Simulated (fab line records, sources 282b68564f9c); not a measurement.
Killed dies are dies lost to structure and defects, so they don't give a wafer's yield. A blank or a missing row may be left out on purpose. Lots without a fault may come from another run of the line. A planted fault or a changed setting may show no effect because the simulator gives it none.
A struck lot beside a sound one | flow rit_cmos | 45 steps out of a route of 202
Sound: wafers L488.2, L488.3, L488.5. Struck: wafers L501.2, L501.3, L501.6. The cause comes at the end.
At each step with rows: each side's tool, then ch and its chambers, then its first start. Under that, the readings that differ: sound wafers | struck wafers | difference of the means | sigmas: that difference in standard deviations of wafers without a fault.
alike: readings whose means differ by less than 2 such deviations, and words and numbers that are the same on both sides. not compared: withheld readings, readings that some wafer has no value for, bounds like >300 that may hide the same value, and numbers for which the record gives no deviation and whose values overlap.
The two part at a step that has a row with sigmas, a row that says differs or no value, or rows on one side only. Numbers that don't overlap but have no deviation are shown without sigmas and don't part them. A reading that every wafer of one side lacks parts them only if that side has two wafers or more.

first, 1 step without rows for these wafers: RIT_ACTIVE_DEVELOP_10 (develop time 50 s).
RIT_ACTIVE_CD_MEAS_11: target cd 1400 nm.
  sound on cd_sem-02, day 1 15:07; struck on cd_sem-02, day 4 07:39
  reading    | sound                | struck               | difference | sigmas
  cd_nm (nm) | 1395.3 1396.5 1396.8 | 1400.9 1400.8 1401.9 | +5.0       | +2
then, 1 step without rows for these wafers: RIT_ACTIVE_HARDBAKE_12 (time 60 s).
RIT_ACTIVE_ETCH_13: etches Si3N4 in SF6, stops on SiO2, time 210 s, target depth 210 nm.
  sound on rie_diel-04 ch 0,1,2, day 1 15:22; struck on rie_diel-04 ch 0,3, day 4 07:54
  alike: chamber_pressure_mTorr, drypump_motor_current_A, oes_product_au, throttle_valve_pct
  not compared: rf_hours_counter_h
RIT_ACTIVE_STRIP_14: strips in O2, time 180 s.
  sound on plasma_asher-04 ch 0,1, day 1 15:31; struck on plasma_asher-04 ch 0,1, day 4 08:02
  alike: chamber_pressure_mTorr, drypump_motor_current_A
  not compared: rf_hours_counter_h
RIT_ACTIVE_CD_MEAS_90: target cd 1400 nm.
  sound on cd_sem-02, day 1 15:42; struck on cd_sem-02, day 4 08:14
  reading    | sound                | struck               | difference | sigmas
  cd_nm (nm) | 1395.6 1396.2 1396.8 | 1400.7 1400.9 1401.8 | +4.9       | +2
then, 4 steps without rows for these wafers: RIT_ACTIVE_CLEAN_15 (cleans in SC1, time 600 s); RIT_ACTIVE_CLEAN_16 (cleans in dHF, time 30 s); RIT_ACTIVE_CLEAN_17 (cleans in SC2, time 600 s); RIT_FOX1_OXIDATION_00 (target thk 350.7 nm, ox time 1130 s).
RIT_FOX1_THK_MEAS_01:
  sound on film_metro-04, day 1 18:03; struck on film_metro-04, day 4 11:02
  alike: FOX1_OXIDE_THK
then, 1 step without rows for these wafers: RIT_FOX1_WET_ETCH_02 (etches SiO2 in BOE, target depth 350 nm, time 390 s).
RIT_FOX2_OXIDATION_00: target thk 350.7 nm, ox time 1130 s.
  sound on furnace-03 ch 0, day 1 18:23; struck on furnace-04 ch 0, day 4 11:41
  reading                                     | sound           | struck          | difference | sigmas
  model.SiO2_of_FOX2_OXIDATION_00.thk_nm (nm) | 357.7 355 357.8 | 389.8 387.1 391 | +32.5      |
  alike: ox_temp_c, tube_center_temp_C, tube_center_temp_C_max, zone_power_source_pct
RIT_FOX2_THK_MEAS_01:
  sound on film_metro-04, day 1 19:43; struck on film_metro-04, day 4 13:01
  reading             | sound       | struck      | difference | sigmas
  FOX2_OXIDE_THK (nm) | 358 355 358 | 390 387 391 | +32        | +5
then, 2 steps without rows for these wafers: RIT_FOX2_CLEAN_02 (cleans in dHF, time 180 s); RIT_FOX2_WET_ETCH_03 (etches Si3N4 in H3PO4, target depth 195 nm, time 2700 s).
RIT_FOX2_THK_MEAS_90:
  sound on film_metro-02, day 1 20:35; struck on film_metro-04, day 4 13:53
  reading                     | sound       | struck      | difference | sigmas
  FIELD_OXIDE_LEFT_1_THK (nm) | 330 327 330 | 362 359 364 | +33        | +6
then, 6 steps without rows for these wafers: RIT_NWELL_HMDS_00 (prime time 60 s); RIT_NWELL_COAT_01 (resist thk 1300 nm); RIT_NWELL_SOFTBAKE_02 (time 60 s); RIT_NWELL_EXPOSE_03 (exposes mask M2, target cd 43900 nm); RIT_NWELL_PEB_04; RIT_NWELL_DEVELOP_05 (develop time 68 s).
RIT_NWELL_OVL_MEAS_06:
  sound on overlay-02, day 1 21:33; struck on overlay-02, day 4 14:58
  alike: NWELL_OVL
then, 2 steps without rows for these wafers: RIT_NWELL_HARDBAKE_07 (time 120 s); RIT_NWELL_IMPLANT_08.
RIT_NWELL_STRIP_09: strips in O2, time 180 s.
  sound on plasma_asher-01 ch 0,1, day 1 22:03; struck on plasma_asher-03 ch 0,1, day 4 15:24
  alike: chamber_pressure_mTorr, drypump_motor_current_A
  not compared: rf_hours_counter_h
RIT_NWELL_TW_MEAS_10:
  sound on film_metro-04, day 1 22:14; struck on film_metro-03, day 4 15:35
  alike: NWELL_TW
then, 6 steps without rows for these wafers: RIT_PWELL_HMDS_00 (prime time 60 s); RIT_PWELL_COAT_01 (resist thk 1300 nm); RIT_PWELL_SOFTBAKE_02 (time 60 s); RIT_PWELL_EXPOSE_03 (exposes mask M3, target cd 43700 nm); RIT_PWELL_PEB_04; RIT_PWELL_DEVELOP_05 (develop time 68 s).
RIT_PWELL_OVL_MEAS_06:
  sound on overlay-01, day 1 23:10; struck on overlay-02, day 4 16:31
  alike: PWELL_OVL
then, 2 steps without rows for these wafers: RIT_PWELL_HARDBAKE_07 (time 120 s); RIT_PWELL_IMPLANT_08.
RIT_PWELL_STRIP_09: strips in O2, time 180 s.
  sound on plasma_asher-01 ch 0,1, day 1 23:36; struck on plasma_asher-01 ch 0,1, day 4 16:57
  alike: chamber_pressure_mTorr, drypump_motor_current_A
  not compared: rf_hours_counter_h
RIT_PWELL_TW_MEAS_10:
  sound on film_metro-02, day 1 23:47; struck on film_metro-03, day 4 17:08
  alike: PWELL_TW
then, 1 step without rows for these wafers: RIT_WELLDRIVE_ANNEAL_00 (time 14700 s).
RIT_WELLDRIVE_RS_MEAS_01: measures by four-point-probe.
  sound on film_metro-04, day 2 05:30; struck on film_metro-03, day 4 23:54
  alike: NWELL_RS
RIT_WELLDRIVE_RS_MEAS_02: measures by four-point-probe.
  sound on film_metro-04, day 2 05:37; struck on film_metro-03, day 5 00:01
  alike: PWELL_RS
RIT_FOX2_THK_MEAS_91:
  sound on film_metro-01, day 2 09:31; struck on film_metro-01, day 5 04:35
  reading                     | sound       | struck      | difference | sigmas
  FIELD_OXIDE_LEFT_2_THK (nm) | 262 259 262 | 294 291 296 | +33        | +6
RIT_SILICIDE_WET_ETCH_00: etches SiO2 in BOE, target depth 14 nm, time 15 s.
  sound on wet_bench-02 ch 3, day 3 03:52; struck on wet_bench-02 ch 0, day 6 02:37
  reading                                     | sound             | struck            | difference | sigmas
  model.SiO2_of_FOX2_OXIDATION_00.thk_nm (nm) | 156.6 153.9 157.4 | 189.5 185.8 190.1 | +32.5      |
RIT_M1_PROBE_99:
  sound on prober-02, day 3 11:05; struck on prober-01, day 6 09:26
  reading                        | sound                | struck               | difference | sigmas
  model.etest.pldd.width_nm (nm) | 3166 3171 3159       | 3139 3129 3130       | -33        |
  model.etest.nldd.width_nm (nm) | 3162 3171 3168       | 3135 3150 3131       | -28        |
  model.etest.pwell.rs_ohm_sq    | 422.4 422.8 420.3    | 435.3 432.8 433.1    | +11.9      |
  model.etest.field_n.vt_v (V)   | 35.58 35.28 35.55    | 39.83 39.52 39.99    | +4.31      |
  model.etest.field_p.vt_v (V)   | -12.71 -12.73 -12.76 | -13.36 -13.33 -13.41 | -0.63      |
  alike: killed_at_contacts, killed_at_front_end, killed_dies, killed_open, killed_short
  not compared: model.etest.nplus_sal.width_nm, model.etest.pplus_sal.width_nm, model.etest.field_p_metal.vt_v

WHERE THEY PART
First at RIT_ACTIVE_CD_MEAS_11; last, within this record, at RIT_FOX2_THK_MEAS_91. Later steps at which nothing parts them and some readings are alike: RIT_M1_PROBE_99.

WHY: what the simulator had put in
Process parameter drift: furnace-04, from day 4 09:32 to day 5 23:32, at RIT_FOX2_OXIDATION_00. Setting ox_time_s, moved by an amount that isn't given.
